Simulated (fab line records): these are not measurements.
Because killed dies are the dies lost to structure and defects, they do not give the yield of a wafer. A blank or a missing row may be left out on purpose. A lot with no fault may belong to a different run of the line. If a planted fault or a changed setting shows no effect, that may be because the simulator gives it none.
fab line records	flow berkeleyCmos170
record: lots: 5	wafers: 23
route steps=331 shown NWELL@18 WELLDRIVE@56 ACTIVE@65 GATE@130 NLDD@159 PSD@176 NSD@188 M1@238
startH: hours from the record's first day to the start of the lot's first wafer shown	waitH: hours since the lot's step before	" repeats the value in the row above	L1.1+2: a single row standing in for several wafers	- either no value or no given start	* or withheld: withheld	< > ~ a bound
route shown NAME@n: names a module that has steps shown in the file, with the first one's number in the route	usual: mean and standard deviation over wafers with no fault	same: alike in all rows	chamber/n: place in a boat	sites: readings site by site	_std_site: the values' standard deviation	_edge_site: outer sites' mean less inner sites'	radiusMm: how far each site lies from the wafer's centre	mask NAME#n: copy n	behind: the last tool/chamber to shape the wafer	hold: why the lot was held/for how many hours/how that ended	device: transistor that didn't switch, given as n, p or np	end of line: the same wafers' tests at the end of the route	step lacking rows: just its recipe	killed: at the first sort, the dies lost to defects and structure; wafer yield is something else	map: the dies of a wafer, with x for killed, . for not killed, _ for no die there
set.NAME: the run value of the setting; set.NAME@STEP: its run value at that earlier step	model.NAME: the simulator's own value behind a step, which no gauge read
lots whose settings were changed on purpose; a table a step, a row a wafer
== steps ==
step: UCB170_NWELL_CVD_04
recipe: material: Si3N4	targetThkNm: 224	tempC: 800	precursor: SiH2Cl2/NH3	timeS: 3360	pressureMtorr: 200	sih2cl2FlowSccm: 25	nh3FlowSccm: 75
lot.wafer	tool	chamber	startH	waitH	set.pressureMtorr	model.Si3N4_of_NWELL_CVD_04.thkNm
L074.1	-	-	-	0.0	200	224.9
L074.2	"	-	"	"	200	223.9
L074.3	"	-	"	"	200	226.8
L074.4+6	"	-	"	"	200	226.1
L075.1	lpcvd-01	0	35.59	0.0	200	222
L075.4	"	0	"	"	200	219.9
L075.5	"	0	"	"	200	221
L077.1	-	-	-	0.0	171.9	217
L077.2	"	-	"	"	171.9	217.5
L077.4	"	-	"	"	171.9	216.9
L077.5	"	-	"	"	171.9	217.4
L077.6	"	-	"	"	171.9	215.2
L080.1	-	-	-	0.0	188.5	220.6
L080.2	"	-	"	"	188.5	221.9
L080.3	"	-	"	"	188.5	221.5
L080.4	"	-	"	"	188.5	224.2
L080.5	"	-	"	"	188.5	223.4
L083.1	-	-	-	0.0	172.3	215.8
L083.2	"	-	"	"	172.3	218.3
L083.4	"	-	"	"	172.3	214.6
L083.5	"	-	"	"	172.3	214.9
L083.6	"	-	"	"	172.3	214.1
step: UCB170_NWELL_PEB_10
recipe: pebTempC: 130	pebTimeS: withheld	resist: KrF
lot.wafer	tool	chamber	startH	waitH	set.pebTempC
L075.1+4+5	lithoTrack-02	0	39.55	0.2	130
L074.1+3	lithoTrack-01	0	39.72	0.1	130
L074.2+4+6	"	0	"	"	126.7
L077.1+2+6	lithoTrack-02	0	49.39	0.2	127.8
L077.4+5	"	0	"	"	130
L080.1+4	lithoTrack-01	0	67.81	0.4	130
L080.2+3+5	"	0	"	"	126.7
L083.1+2+4	lithoTrack-02	0	81.45	0.1	127.2
L083.5+6	"	0	"	"	130
step: UCB170_NWELL_DEVELOP_11
recipe: developer: TMAH	developTimeS: 45	resist: KrF	devTempC: 21
step: UCB170_NWELL_ETCH_13
recipe: chemistry: CH3F/Ar/O2	target: Si3N4	stopOn: SiO2	CH3F_flow_sccm: 20	Ar_flow_sccm: 50	O2_flow_sccm: 7	pressureMtorr: 50	rfW: 450	targetDepthA: 2464	overEtchFrac: 0.1	timeS: 154
lot.wafer	tool	chamber	startH	waitH	set.pebTempC@NWELL_PEB_10	model.NWELL.cdNm
L075.1	rieDiel-04	3	39.86	0.0	130	3000
L075.4+5	"	0,3	"	"	130	3001
L074.1+3	rieDiel-02	0,3	40.04	0.0	130	2998
L074.2	"	1	"	"	126.7	2971
L074.4+6	"	2,3	"	"	126.7	2972
L077.1+6	rieDiel-01	3,0	49.70	0.0	127.8	2985
L077.2	"	2	"	"	127.8	2984
L077.4	"	1	"	"	130	3000
L077.5	"	3	"	"	130	2999
L080.1	rieDiel-01	0	68.12	0.0	130	3002
L080.2	"	2	"	"	126.7	2976
L080.3+5	"	1	"	"	126.7	2977
L080.4	"	3	"	"	130	3001
L083.1+2	rieDiel-04	3,0	81.76	0.0	127.2	2979
L083.4	"	1	"	"	127.2	2977
L083.5	"	0	"	"	130	2999
L083.6	"	1	"	"	130	2998
step: UCB170_WELLDRIVE_OXIDATION_01
recipe: tempC: 1100	ambient: O2	targetThkA: 1990	oxTimeS: 9000
lot.wafer	tool	chamber	startH	waitH	set.oxTimeS	model.SiO2_of_WELLDRIVE_OXIDATION_01.thkNm
L074.1	-	-	-	4.8	10090	211
L074.2	"	-	"	"	10090	211.7
L074.3	"	-	"	"	10090	209.6
L074.4	"	-	"	"	10090	211.8
L074.6	"	-	"	"	10090	214.2
L075.1	furnace-02	0	74.96	5.2	9000	197
L075.4	"	0	"	"	9000	195.3
L075.5	"	0	"	"	9000	195.5
L077.1	-	-	-	4.4	10290	209.7
L077.2	"	-	"	"	10290	211.9
L077.4	"	-	"	"	10290	213.3
L077.5	"	-	"	"	10290	214
L077.6	"	-	"	"	10290	206
L080.1	-	-	-	3.9	9731	202.9
L080.2+3	"	-	"	"	9731	204.1
L080.4	"	-	"	"	9731	207.1
L080.5	"	-	"	"	9731	206
L083.1	-	-	-	5.9	9462	201.7
L083.2	"	-	"	"	9462	201
L083.4	"	-	"	"	9462	202.6
L083.5	"	-	"	"	9462	201.1
L083.6	"	-	"	"	9462	198.6
step: UCB170_ACTIVE_CVD_05
recipe: material: Si3N4	targetThkNm: 220	tempC: 800	precursor: SiH2Cl2/NH3	timeS: 3300	pressureMtorr: 200	sih2cl2FlowSccm: 25	nh3FlowSccm: 75
lot.wafer	tool	chamber	startH	waitH	set.timeS	model.Si3N4_of_ACTIVE_CVD_05.thkNm
L074.1+4	-	-	-	0.0	3120	206.7
L074.2	"	-	"	"	3120	207.7
L074.3	"	-	"	"	3120	206.4
L074.6	"	-	"	"	3120	208.8
L075.1	lpcvd-01	0	93.13	0.0	3300	224.4
L075.4	"	0	"	"	3300	224.6
L075.5	"	0	"	"	3300	223.8
L077.1	-	-	-	0.0	3300	218
L077.2	"	-	"	"	3300	220.4
L077.4	"	-	"	"	3300	216.6
L077.5	"	-	"	"	3300	219
L077.6	"	-	"	"	3300	218.7
L080.1	-	-	-	0.0	3098	207.3
L080.2	"	-	"	"	3098	209.4
L080.3	"	-	"	"	3098	207
L080.4	"	-	"	"	3098	207.2
L080.5	"	-	"	"	3098	209.9
L083.1	-	-	-	0.0	3087	200.8
L083.2	"	-	"	"	3087	201.1
L083.4	"	-	"	"	3087	203.2
L083.5	"	-	"	"	3087	201.9
L083.6	"	-	"	"	3087	203.5
step: UCB170_GATE_CVD_04
recipe: material: poly-Si	tempC: 610	precursor: SiH4	timeS: 1440	pressureMtorr: 375	targetThkNm: 214	sih4FlowSccm: 120
lot.wafer	tool	chamber	startH	waitH	set.pressureMtorr	model.poly-Si_of_GATE_CVD_04.thkNm
L074.1	-	-	-	-	375	211.7
L074.2	"	-	"	"	375	209.7
L074.3	"	-	"	"	375	210.7
L074.4	"	-	"	"	375	211.4
L074.6	"	-	"	"	375	210.9
L075.1	lpcvd-01	1	151.51	0.0	375	210.3
L075.4	"	1	"	"	375	211.8
L075.5	"	1	"	"	375	211.6
L077.1	-	-	-	-	419	226.5
L077.2	"	-	"	"	419	226
L077.4	"	-	"	"	419	226.4
L077.5	"	-	"	"	419	229.2
L077.6	"	-	"	"	419	224.9
L080.1	-	-	-	-	375	213.2
L080.2+3	"	-	"	"	375	211.4
L080.4	"	-	"	"	375	213.4
L080.5	"	-	"	"	375	212.5
L083.1	-	-	-	-	390.7	219.2
L083.2+6	"	-	"	"	390.7	218.8
L083.4	"	-	"	"	390.7	218.3
L083.5	"	-	"	"	390.7	218.6
step: UCB170_GATE_THK_MEAS_05
recipe: reads: poly-Si_of_GATE_CVD_04
usual: GATE_POLY_THK: 212.8/1.6
lot.wafer	tool	chamber	startH	waitH	set.pressureMtorr@GATE_CVD_04	GATE_POLY_THK[nm]
L074.1	filmMetro-04	-	-	-	375	211.6
L074.2	"	-	"	"	375	209.7
L074.3	"	-	"	"	375	210.8
L074.4	"	-	"	"	375	211.4
L074.6	"	-	"	"	375	210.8
L075.1	filmMetro-01	-	152.91	0.0	375	210.3
L075.4	"	-	"	"	375	211.6
L075.5	"	-	"	"	375	211.6
L077.1	filmMetro-04	-	-	-	419	226.4
L077.2	"	-	"	"	419	225.9
L077.4	"	-	"	"	419	226.2
L077.5	"	-	"	"	419	229.2
L077.6	"	-	"	"	419	225.0
L080.1	filmMetro-04	-	-	-	375	213.1
L080.2	"	-	"	"	375	211.2
L080.3	"	-	"	"	375	211.5
L080.4	"	-	"	"	375	213.5
L080.5	"	-	"	"	375	212.5
L083.1	filmMetro-04	-	-	-	390.7	219.4
L083.2	"	-	"	"	390.7	218.8
L083.4	"	-	"	"	390.7	218.3
L083.5	"	-	"	"	390.7	218.6
L083.6	"	-	"	"	390.7	218.8
step: UCB170_GATE_COAT_06
recipe: resist: BARC	tempC: withheld	timeS: withheld	spinRpm: 3000	resistThkNm: withheld
step: UCB170_GATE_COAT_07
recipe: resist: KrF	spinRpm: 1500	resistThkNm: 900
step: UCB170_GATE_ETCH_14
recipe: chemistry: N2/H2	targetDepthA: withheld	overetchA: withheld	target: BARC	timeS: withheld	sourceW: 500	biasW: 100	pressureMtorr: 30	n2FlowSccm: 100	h2FlowSccm: 200
step: UCB170_GATE_ETCH_15
recipe: chemistry: HBr/Cl2	target: poly-Si	stopOn: SiO2	overEtchFrac: 0.3	icpW: 300	biasW: 150	timeS: 56.3	pressureMtorr: 15	HBr_flow_sccm: 150	Cl2_flow_sccm: 50	targetDepthA: 2782
lot.wafer	tool	chamber	startH	waitH	set.pressureMtorr@GATE_CVD_04	model.GATE.featureDepthNm	model.etch.depthNm
L075.1	rieSi-02	1	154.01	-	375	210.3	210.3
L075.4	"	2	"	"	375	211.8	211.8
L075.5	"	1	"	"	375	211.6	211.6
L074.1	rieSi-02	3	154.41	-	375	211.8	211.7
L074.2	"	0	"	"	375	209.7	209.7
L074.3	"	1	"	"	375	210.7	-
L074.4	"	2	"	"	375	211.4	-
L074.6	"	3	"	"	375	210.9	-
L077.1	rieSi-02	2	163.87	-	419	226.5	-
L077.2	"	3	"	"	419	226	226
L077.4	"	1	"	"	419	226.4	226.4
L077.5	"	2	"	"	419	229.2	-
L077.6	"	1	"	"	419	224.9	-
L080.1	rieSi-01	2	186.56	-	375	213.2	213.2
L080.2	"	1	"	"	375	211.5	211.4
L080.3	"	3	"	"	375	211.4	211.4
L080.4	"	0	"	"	375	213.5	213.4
L080.5	"	0	"	"	375	212.6	212.5
L083.1	rieSi-02	0	207.45	-	390.7	219.2	219.2
L083.2	"	3	"	"	390.7	218.9	218.8
L083.4	"	1	"	"	390.7	218.3	-
L083.5	"	1	"	"	390.7	218.6	-
L083.6	"	0	"	"	390.7	218.8	-
step: UCB170_NLDD_COAT_01
recipe: resist: KrF	spinRpm: 1500	resistThkNm: 900
lot.wafer	tool	chamber	startH	waitH	set.resistThkNm	model.KrF_of_NLDD_COAT_01.thkNm
L075.1	lithoTrack-03	0	157.04	0.1	900	899
L075.4	"	0	"	"	900	902.6
L075.5	"	0	"	"	900	898.8
L074.1	lithoTrack-01	0	157.28	0.1	916.6	919.5
L074.2	"	0	"	"	900	902
L074.3	"	0	"	"	916.6	918.7
L074.4	"	0	"	"	916.6	919.6
L074.6	"	0	"	"	900	904.5
L077.1	lithoTrack-02	0	166.79	0.1	877.1	874.2
L077.2	"	0	"	"	900	897.8
L077.4	"	0	"	"	877.1	877.1
L077.5	"	0	"	"	900	895.5
L077.6	"	0	"	"	900	897.3
L080.1	lithoTrack-01	0	190.35	0.1	872.8	871.9
L080.2	"	0	"	"	872.8	870.8
L080.3	"	0	"	"	872.8	874.2
L080.4	"	0	"	"	900	901.2
L080.5	"	0	"	"	900	898.2
L083.1	lithoTrack-03	0	210.17	0.1	900	898
L083.2	"	0	"	"	846.7	847.3
L083.4	"	0	"	"	900	898.5
L083.5	"	0	"	"	900	899.8
L083.6	"	0	"	"	846.7	848.2
step: UCB170_PSD_COAT_01
recipe: resist: KrF	spinRpm: 1500	resistThkNm: 900
lot.wafer	tool	chamber	startH	waitH	set.spinRpm	model.KrF_of_PSD_COAT_01.thkNm
L075.1	lithoTrack-04	0	166.83	0.1	1500	899.4
L075.4	"	0	"	"	1500	899.8
L075.5	"	0	"	"	1500	901.1
L074.1	lithoTrack-01	0	167.24	0.1	1500	896.7
L074.2	"	0	"	"	1500	901.4
L074.3	"	0	"	"	1500	900.7
L074.4	"	0	"	"	1549	883
L074.6	"	0	"	"	1549	886.4
L077.1	lithoTrack-04	0	175.38	0.1	1500	898.3
L077.2	"	0	"	"	1500	901.2
L077.4	"	0	"	"	1458	914.2
L077.5	"	0	"	"	1500	902.8
L077.6	"	0	"	"	1458	915
L080.1	lithoTrack-01	0	201.06	0.1	1500	904.4
L080.2	"	0	"	"	1500	902.9
L080.3	"	0	"	"	1595	876.9
L080.4	"	0	"	"	1500	904.9
L080.5	"	0	"	"	1595	880.4
L083.1	lithoTrack-01	0	219.23	0.1	1500	896.2
L083.2	"	0	"	"	1500	899.4
L083.4	"	0	"	"	1444	915.7
L083.5	"	0	"	"	1444	913.5
L083.6	"	0	"	"	1500	899.7
step: UCB170_PSD_SOFTBAKE_02
recipe: resist: KrF	tempC: 130	timeS: 60
step: UCB170_PSD_EXPOSE_03
recipe: maskId: PSELECT_MOD	na: 0.5	sigmaOuter: 0.6	sourceShape: conventional	targetCdNm: 1200	doseMj: 30
step: UCB170_PSD_IMPLANT_08
recipe: species: B	doseCm2: 3e+15	energyKev: 20	tiltDeg: 7
step: UCB170_PSD_STRIP_09
recipe: chemistry: O2	powerW: 400	pressureMtorr: 3500	platenTempC: withheld	o2FlowSccm: 400	overashFraction: 0.5
usual: stripTimeToEndpointS: 29.40/0.078
lot.wafer	tool	chamber	startH	waitH	set.spinRpm@PSD_COAT_01	stripTimeToEndpointS
L075.1	plasmaAsher-04	1	168.03	0.1	1500	29.32
L075.4	"	0	"	"	1500	29.31
L075.5	"	1	"	"	1500	29.34
L074.1	plasmaAsher-04	1	168.57	0.1	1500	29.32
L074.2	"	0	"	"	1500	29.44
L074.3	"	0	"	"	1500	29.46
L074.4	"	1	"	"	1549	28.97
L074.6	"	0	"	"	1549	29.11
L077.1	plasmaAsher-02	1	177.26	0.1	1500	29.30
L077.2	"	0	"	"	1500	29.40
L077.4	"	1	"	"	1458	29.67
L077.5	"	1	"	"	1500	29.41
L077.6	"	0	"	"	1458	29.72
L080.1	plasmaAsher-04	0	202.24	0.1	1500	29.52
L080.2	"	1	"	"	1500	29.53
L080.3	"	1	"	"	1595	28.85
L080.4	"	0	"	"	1500	29.53
L080.5	"	1	"	"	1595	28.92
L083.1	plasmaAsher-02	0	220.35	0.1	1500	29.34
L083.2	"	1	"	"	1500	29.41
L083.4	"	1	"	"	1444	29.76
L083.5	"	1	"	"	1444	29.70
L083.6	"	0	"	"	1500	29.38
step: UCB170_NSD_COAT_01
recipe: resist: KrF	spinRpm: 1500	resistThkNm: 900
lot.wafer	tool	chamber	startH	waitH	set.spinRpm	model.KrF_of_NSD_COAT_01.thkNm
L075.1	lithoTrack-04	0	168.66	0.1	1500	895.4
L075.4	"	0	"	"	1500	893.9
L075.5	"	0	"	"	1500	897.5
L074.1	lithoTrack-04	0	169.11	0.1	1500	897.9
L074.2	"	0	"	"	1500	894.8
L074.3	"	0	"	"	1563	875.6
L074.4	"	0	"	"	1563	877.6
L074.6	"	0	"	"	1500	898.3
L077.1	lithoTrack-03	0	177.75	0.1	1500	902
L077.2	"	0	"	"	1532	890
L077.4	"	0	"	"	1532	893.8
L077.5	"	0	"	"	1532	892.5
L077.6	"	0	"	"	1500	903.8
L080.1	lithoTrack-04	0	202.73	0.1	1500	900.4
L080.2	"	0	"	"	1500	898.8
L080.3	"	0	"	"	1450	914.8
L080.4	"	0	"	"	1450	912.3
L080.5	"	0	"	"	1500	899.3
L083.1	lithoTrack-01	0	221.30	0.1	1500	898.5
L083.2	"	0	"	"	1538	887.5
L083.4	"	0	"	"	1500	896.3
L083.5	"	0	"	"	1538	884.3
L083.6	"	0	"	"	1500	899.7
step: UCB170_NSD_IMPLANT_08
recipe: species: P	doseCm2: 3e+15	energyKev: 40	tiltDeg: 7
lot.wafer	tool	chamber	startH	waitH	set.energyKev
L075.1+4+5	implanter-03	0	169.64	0.0	40
L074.1+2+3+4+6	implanter-04	0	170.26	0.0	40
L077.1+2+4	implanter-03	0	179.03	0.0	41.58
L077.5+6	"	0	"	"	40
L080.1+2+3+4+5	implanter-03	0	203.58	0.0	40
L083.1+2+4+5+6	implanter-04	0	222.43	0.0	40
step: UCB170_NSD_STRIP_09
recipe: chemistry: O2	powerW: 400	pressureMtorr: 3500	platenTempC: withheld	o2FlowSccm: 400	overashFraction: 0.5
usual: stripTimeToEndpointS: 35.80/0.071
lot.wafer	tool	chamber	startH	waitH	set.spinRpm@NSD_COAT_01	set.energyKev@NSD_IMPLANT_08	stripTimeToEndpointS
L075.1	plasmaAsher-04	1	169.79	0.1	1500	40	35.75
L075.4	"	1	"	"	1500	40	35.68
L075.5	"	0	"	"	1500	40	35.77
L074.1	plasmaAsher-04	1	170.41	0.1	1500	40	35.91
L074.2	"	0	"	"	1500	40	35.82
L074.3	"	1	"	"	1563	40	35.35
L074.4	"	0	"	"	1563	40	35.42
L074.6	"	0	"	"	1500	40	35.87
L077.1	plasmaAsher-04	0	179.18	0.1	1500	41.58	36.45
L077.2	"	1	"	"	1532	41.58	36.14
L077.4	"	1	"	"	1532	41.58	36.26
L077.5	"	0	"	"	1532	40	35.58
L077.6	"	1	"	"	1500	40	35.94
L080.1	plasmaAsher-01	0	203.73	0.1	1500	40	35.82
L080.2	"	1	"	"	1500	40	35.80
L080.3	"	1	"	"	1450	40	36.16
L080.4	"	0	"	"	1450	40	36.12
L080.5	"	0	"	"	1500	40	35.78
L083.1	plasmaAsher-02	0	222.58	0.1	1500	40	35.78
L083.2	"	1	"	"	1538	40	35.49
L083.4	"	0	"	"	1500	40	35.73
L083.5	"	0	"	"	1538	40	35.38
L083.6	"	1	"	"	1500	40	35.76
step: UCB170_M1_SPUTTER_00
recipe: material: Al	targetThkNm: 600	timeS: 80	powerW: 6000	chamberPressurePa: 0.5
lot.wafer	tool	chamber	startH	waitH	set.timeS	model.Al_of_M1_SPUTTER_00.thkNm
L075.1	pvdSputter-02	-	176.73	0.0	80	611.2
L075.4	"	-	"	"	80	604.7
L075.5	"	-	"	"	80	607.3
L074.1	pvdSputter-02	-	179.33	0.0	80	599.1
L074.2	"	-	"	"	80	605.3
L074.3	"	-	"	"	70.44	529.9
L074.4	"	-	"	"	70.44	530.8
L074.6	"	-	"	"	70.44	532.6
L077.1	pvdSputter-03	-	187.51	0.0	85.81	639.5
L077.2	"	-	"	"	80	590.7
L077.4	"	-	"	"	80	593.4
L077.5	"	-	"	"	85.81	638.8
L077.6	"	-	"	"	85.81	634.3
L080.1	pvdSputter-03	-	214.03	0.0	80	603.3
L080.2	"	-	"	"	80	600.1
L080.3	"	-	"	"	80	595.4
L080.4	"	-	"	"	80	602.2
L080.5	"	-	"	"	80	597.9
L083.1	pvdSputter-03	-	230.37	0.0	80	605.3
L083.2	"	-	"	"	80	609.2
L083.4	"	-	"	"	91.22	677.1
L083.5	"	-	"	"	91.22	684.8
L083.6	"	-	"	"	91.22	688.6
step: UCB170_M1_RS_MEAS_01
recipe: thkMeasGauge: four-point-probe	reads: Al_of_M1_SPUTTER_00
usual: M1_AL_RS: 0.0483/0.0005
lot.wafer	tool	chamber	startH	waitH	set.timeS@M1_SPUTTER_00	M1_AL_RS[ohm/sq]
L075.1	filmMetro-03	-	176.79	0.0	80	0.0476
L075.4	"	-	"	"	80	0.0481
L075.5	"	-	"	"	80	0.0479
L074.1	filmMetro-04	-	179.39	0.0	80	0.0486
L074.2	"	-	"	"	80	0.0481
L074.3	"	-	"	"	70.44	0.0551
L074.4	"	-	"	"	70.44	0.0550
L074.6	"	-	"	"	70.44	0.0547
L077.1	filmMetro-03	-	187.57	0.0	85.81	0.0455
L077.2	"	-	"	"	80	0.0492
L077.4	"	-	"	"	80	0.0491
L077.5	"	-	"	"	85.81	0.0455
L077.6	"	-	"	"	85.81	0.0458
L080.1	filmMetro-04	-	214.09	0.0	80	0.0483
L080.2	"	-	"	"	80	0.0485
L080.3	"	-	"	"	80	0.0490
L080.4	"	-	"	"	80	0.0484
L080.5	"	-	"	"	80	0.0488
L083.1	filmMetro-03	-	230.43	0.0	80	0.0481
L083.2	"	-	"	"	80	0.0477
L083.4	"	-	"	"	91.22	0.0428
L083.5	"	-	"	"	91.22	0.0424
L083.6	"	-	"	"	91.22	0.0422
step: UCB170_M1_THK_MEAS_02
recipe: thkMeasGauge: xrf	reads: Al_of_M1_SPUTTER_00
usual: M1_AL_THK: 598/5.8
lot.wafer	tool	chamber	startH	waitH	set.timeS@M1_SPUTTER_00	M1_AL_THK[nm]
L075.1	filmMetro-03	-	176.91	0.1	80	606
L075.4	"	-	"	"	80	597
L075.5	"	-	"	"	80	601
L074.1	filmMetro-04	-	179.51	0.1	80	602
L074.2	"	-	"	"	80	602
L074.3	"	-	"	"	70.44	525
L074.4	"	-	"	"	70.44	533
L074.6	"	-	"	"	70.44	534
L077.1	filmMetro-03	-	187.69	0.1	85.81	631
L077.2	"	-	"	"	80	583
L077.4	"	-	"	"	80	588
L077.5	"	-	"	"	85.81	632
L077.6	"	-	"	"	85.81	630
L080.1	filmMetro-04	-	214.21	0.1	80	605
L080.2	"	-	"	"	80	604
L080.3	"	-	"	"	80	599
L080.4	"	-	"	"	80	602
L080.5	"	-	"	"	80	601
L083.1	filmMetro-03	-	230.55	0.1	80	599
L083.2	"	-	"	"	80	604
L083.4	"	-	"	"	91.22	668
L083.5	"	-	"	"	91.22	679
L083.6	"	-	"	"	91.22	678
== key ==
split: step: UCB170_NWELL_CVD_04	setting: pressureMtorr	stated: 200	by: lot
response: step: UCB170_NWELL_CVD_04	reading: model.Si3N4_of_NWELL_CVD_04.thkNm	change: +0.565	per: 1%	r: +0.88
split: step: UCB170_NWELL_PEB_10	setting: pebTempC	stated: 130	by: wafer
response: step: UCB170_NWELL_ETCH_13	reading: model.NWELL.cdNm	change: +9.77	per: 1%	r: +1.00
split: step: UCB170_WELLDRIVE_OXIDATION_01	setting: oxTimeS	stated: 9000	by: lot
response: step: UCB170_WELLDRIVE_OXIDATION_01	reading: model.SiO2_of_WELLDRIVE_OXIDATION_01.thkNm	change: +1.16	per: 1%	r: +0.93
split: step: UCB170_ACTIVE_CVD_05	setting: timeS	stated: 3300	by: lot
response: step: UCB170_ACTIVE_CVD_05	reading: model.Si3N4_of_ACTIVE_CVD_05.thkNm	change: +2.5	per: 1%	r: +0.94
split: step: UCB170_GATE_CVD_04	setting: pressureMtorr	stated: 375	by: lot
response: step: UCB170_GATE_CVD_04	reading: model.poly-Si_of_GATE_CVD_04.thkNm	change: +1.3	per: 1%	r: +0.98
response: step: UCB170_GATE_THK_MEAS_05	reading: GATE_POLY_THK	change: +1.3	per: 1%	r: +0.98
response: step: UCB170_GATE_ETCH_15	reading: model.GATE.featureDepthNm	change: +1.3	per: 1%	r: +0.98
response: step: UCB170_GATE_ETCH_15	reading: model.etch.depthNm	change: +1.27	per: 1%	r: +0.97
split: step: UCB170_NLDD_COAT_01	setting: resistThkNm	stated: 900	by: wafer
response: step: UCB170_NLDD_COAT_01	reading: model.KrF_of_NLDD_COAT_01.thkNm	change: +8.66	per: 1%	r: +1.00
split: step: UCB170_PSD_COAT_01	setting: spinRpm	stated: 1500	by: wafer
response: step: UCB170_PSD_COAT_01	reading: model.KrF_of_PSD_COAT_01.thkNm	change: -4.25	per: 1%	r: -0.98
response: step: UCB170_PSD_STRIP_09	reading: stripTimeToEndpointS	change: *	per: 1%	r: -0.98
split: step: UCB170_NSD_COAT_01	setting: spinRpm	stated: 1500	by: wafer
response: step: UCB170_NSD_COAT_01	reading: model.KrF_of_NSD_COAT_01.thkNm	change: -4.71	per: 1%	r: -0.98
response: step: UCB170_NSD_STRIP_09	reading: stripTimeToEndpointS	slope: *	per: 1%	togetherWith: energyKev@NSD_IMPLANT_08	explained: 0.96
split: step: UCB170_NSD_IMPLANT_08	setting: energyKev	stated: 40	by: wafer
response: step: UCB170_NSD_STRIP_09	reading: stripTimeToEndpointS	slope: *	per: 1%	togetherWith: spinRpm@NSD_COAT_01	explained: 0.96
split: step: UCB170_M1_SPUTTER_00	setting: timeS	stated: 80	by: wafer
response: step: UCB170_M1_SPUTTER_00	reading: model.Al_of_M1_SPUTTER_00.thkNm	change: +5.73	per: 1%	r: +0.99
response: step: UCB170_M1_RS_MEAS_01	reading: M1_AL_RS	change: -0.00046	per: 1%	r: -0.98
response: step: UCB170_M1_THK_MEAS_02	reading: M1_AL_THK	change: +5.65	per: 1%	r: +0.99
